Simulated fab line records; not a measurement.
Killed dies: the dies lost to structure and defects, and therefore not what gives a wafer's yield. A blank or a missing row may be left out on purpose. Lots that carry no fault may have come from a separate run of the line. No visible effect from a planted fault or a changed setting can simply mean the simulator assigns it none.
fab line records	flow ritCmos
record lots=15	wafers=45	lastDay=8
route steps=202 shown FOX1@22 M1@202
lots that met no fault: from a run of the same line without faults
startH: hours from the record's opening day to when the first of the lot's shown wafers began	waitH: time in hours since the lot's previous step	" as in the row above	L1.1+2: several wafers, shown together as one row	- no value, or no start was given	* or withheld: withheld	< > ~ a bound
route shown NAME@n: a module of which the file shows steps, and the number in the route of the first	usual: average and standard deviation across the fault-free wafers	same: alike in all rows	chamber/n: place in a boat	sites: per-site readings	_std_site: the standard deviation of these	_edge_site: mean of outer sites minus mean of inner sites	radiusMm: how far each site lies from the wafer's centre	mask NAME#n: copy n	behind: the tool/chamber that last shaped the wafer	hold: reason for holding the lot/hours on hold/outcome of the hold	device: whichever transistor did not switch (one of n, p or np)	end of line: at the end of the route, the tests of the same wafers	a step without rows: its recipe alone	killed: the dies lost at the first sort to structure and to defects; this is not the yield of the wafer	map: dies across one wafer; x = killed, . = not, _ = none there
set.NAME: the setting as run; set.NAME@STEP: as run at that earlier step	model.NAME: the simulator's own value behind a step, which no gauge read
a sample of lots followed through the steps of the route, with each step as a table and each wafer as a row
## steps
# step RIT_FOX1_WET_ETCH_02
# recipe chemistry=BOE	targetDepthNm=350	timeS=390	tempC=21.5	dry=n2Spin	dilution=10:1	target=SiO2
lot.wafer	tool	chamber	startH	waitH
L473.1+4+6	wetBench-01	3	18.43	0.1
L474.2+3+5	wetBench-04	3	23.32	0.0
L475.2+4+5	wetBench-01	1	28.12	0.0
L476.2+4+6	wetBench-01	1	35.98	0.0
L477.1+4+5	wetBench-01	1	39.31	0.1
L478.1+3+6	wetBench-01	3	43.60	0.1
L480.1+2+6	wetBench-03	3	55.44	0.1
L481.2+4+6	wetBench-03	1	59.05	0.0
L483.3+4+6	wetBench-01	3	69.71	0.0
L490.3+4+5	wetBench-04	0	104.50	0.0
L492.4+5+6	wetBench-04	1	116.34	0.0
L493.1+4+6	wetBench-04	1	120.91	0.1
L494.3+4+6	wetBench-04	2	127.87	0.0
L495.2+3+6	wetBench-01	0	133.75	0.0
L496.2+3+5	wetBench-01	3	138.31	0.0
# step RIT_M1_PROBE_99
# usual killedAtContacts=0.0/0.22	killedAtFrontEnd=6.6/2.7	killedDies=6.7/2.7	killedOnRim=1.7/1.4	killedOpen=3.4/2	killedShort=3.2/1.8
# same grossDies=264	killed_at_M0_to_M3=0	killed_at_M4_up=0	killedAtBackSide=0	killedAtOther=0
lot.wafer	tool	chamber	startH	waitH	killedAtContacts	killedAtFrontEnd	killedDies	killedOnRim	killedOpen	killedShort
L477.1	prober-02	-	82.65	0.1	0	31	31	10	5	6
L477.4	prober-02	-	82.80	0.2	0	19	19	7	4	0
L477.5	prober-02	-	82.85	0.2	0	25	25	8	3	3
L478.1	prober-01	-	88.01	0.1	0	29	29	8	2	5
L478.3	prober-01	-	88.11	0.2	0	26	26	9	1	2
L478.6	prober-01	-	88.26	0.2	0	29	29	7	3	1
L483.3	prober-02	-	113.31	0.2	0	37	37	10	8	5
L483.4	prober-02	-	113.36	0.2	0	30	30	9	1	2
L483.6	prober-02	-	113.46	0.2	1	28	29	10	2	2
# killed by level:class
L477.1 FOX1:unspecified=20 GATE:geometricParticle:open=3 REOX:geometricParticle:short=3 FOX2:geometricParticle:open=2 FOX1:geometricParticle:short=1 FOX2:geometricParticle:short=1 SPACER:geometricParticle:short=1
L477.4 FOX1:unspecified=15 GATE:geometricParticle:open=3 FOX1:geometricParticle:open=1
L477.5 FOX1:unspecified=19 FOX1:geometricParticle:short=2 SILICIDE:geometricParticle:open=2 FOX2:geometricParticle:short=1 GATE:geometricParticle:open=1
L478.1 FOX1:unspecified=22 GATE:geometricParticle:short=3 GATE:geometricParticle:open=2 FOX1:geometricParticle:short=1 SPACER:geometricParticle:short=1
L478.3 FOX1:unspecified=23 FOX1:geometricParticle:short=2 GATE:geometricParticle:open=1
L478.6 FOX1:unspecified=25 FOX2:geometricParticle:open=1 GATE:geometricParticle:open=1 GATE:geometricParticle:short=1 SILICIDE:geometricParticle:open=1
L483.3 FOX1:unspecified=24 FOX1:geometricParticle:open=4 GATE:geometricParticle:short=4 GATE:geometricParticle:open=3 SPACER:geometricParticle:open=1 SPACER:geometricParticle:short=1
L483.4 FOX1:unspecified=27 FOX1:geometricParticle:short=1 FOX1:geometricParticle:open=1 REOX:geometricParticle:short=1
L483.6 FOX1:unspecified=23 GATE:geometricParticle:short=2 NSD:coatMicrobubblePrinted=2 REOX:geometricParticle:open=1 CONTACT:geometricParticle:open=1
## key
firstSign step=RIT_M1_PROBE_99	reading=killedDies	direction=up	sigmas=8	usual=6.7	struck=28.3
effect step=RIT_M1_PROBE_99	reading=killedAtFrontEnd	direction=up	sigmas=7.9	usual=6.6	struck=28.2
metAt RIT_FOX1_WET_ETCH_02
struckLots L477,L478,L483
testerLeftOut L477,L478,L483
onsetBetween 35.98 39.31
fault kind=chamberParticleSource	tool=wetBench-01	chamber=-	onsetH=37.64	steps=RIT_FOX1_WET_ETCH_02	ratePerVisitCm2=0.65622	endH=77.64
# testerLeftOut: of these lots the tester's yield and bins aren't shown, on N5 and GAA mostly nor the transistor test; their killed dies are dies lost to structure and defects alone, not to doping, threshold or leakage, so they don't give the yield
